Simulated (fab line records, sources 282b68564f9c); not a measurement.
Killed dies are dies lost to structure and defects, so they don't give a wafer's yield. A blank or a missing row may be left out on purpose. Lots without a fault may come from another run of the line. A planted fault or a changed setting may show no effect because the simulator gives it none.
Problem report in the 8D (eight disciplines) form, filled by code | flow rit_cmos | the parts of the form that need people (team, actions taken, sign-off) are left out

1. THE PROBLEM
GATE_POLY_THK at RIT_GATE_THK_MEAS_09 reads a mean of 313.3 nm on 3 wafers of 1 lot; wafers without a fault read 250.8 nm with a standard deviation of 2. That is +31 standard deviations from the usual mean.
First seen on wafer L816.2, day 4 10:51, on film_metro-01. The record holds 39 wafers of 13 lots with a number at this step. Rule for "out", or "out of limits": more than 4 standard deviations from the usual mean. The other wafers with a number count as sound.

2. WHAT IT IS AND WHAT IT IS NOT
question                    | is                     | is not
which readings at this step | GATE_POLY_THK          | -
which lots                  | L816                   | L807, L808, L810, L813, L815, L819, L820, L821, L824, L825, L827, L830
which wafers of those lots  | all that have a number | -
read on which gauges        | film_metro-01          | film_metro-02, film_metro-03
when                        | from day 4 10:51       | up to then (15 sound wafers); but 21 sound wafers of L819, L820, L821, L824, L825, L827, L830 came after

3. SUSPECTS, AND WHAT RULES EACH OUT
Counting: a tool at a process step up to the reading stays a suspect if it ran every lot that is out and no sound lot after the first of them.
- the gauge at RIT_GATE_THK_MEAS_09: ruled out. All the wafers that are out were read on film_metro-01, but those of them that RIT_GATE_ETCH_19 has rows for are out there too, on other tools.
- lpcvd-02 at RIT_GATE_CVD_08 (deposits poly-Si from SiH4, target thk 250 nm, time 2220 s): ruled out as a lasting fault. Sound lots L830 ran on it after its first lot that is out, L816 (day 4 09:13).
Left after counting: nothing in the record.

4. THE CAUSE (what the simulator had put in)
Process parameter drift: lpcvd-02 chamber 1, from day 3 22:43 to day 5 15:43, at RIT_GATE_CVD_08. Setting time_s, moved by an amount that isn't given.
Counting ruled it out, wrongly: the rule takes a fault to strike every lot that its tool runs from its start on, and this one did not.

5. THE CHAIN OF EFFECTS, in route order
Each row: a reading whose mean over the struck wafers that have a number lies more than 3 standard deviations from the usual. Only readings for which the record gives a usual standard deviation are gone through. hours: the time from each lot's start at the first step in this table that gives one to its start at this step, as a median over the lots. sigmas: the change in usual standard deviations.
hours | step                 | reading        | usual      | on struck wafers | change | sigmas
0     | RIT_GATE_THK_MEAS_09 | GATE_POLY_THK  | 250.8 nm   | 313.3            | +62.5  | +31
1     | RIT_GATE_ETCH_19     | oes_product_au | 0.858 a.u. | 0.997            | +0.139 | +11
The process steps in it:
- RIT_GATE_ETCH_19: etches poly-Si in SF6/CHF3/O2, stops on SiO2, time 165 s, target depth 312.5 nm.

6. WHAT WOULD HAVE CAUGHT IT SOONER
In this record the first reading out of limits at a measuring or inspecting step was taken at day 4 10:51, 12 hours after the fault began at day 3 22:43.
Of the tool readings at RIT_GATE_CVD_08 for which the record gives a usual standard deviation, none was out on any struck wafer, so an alarm limit of 4 standard deviations on them would not have fired.
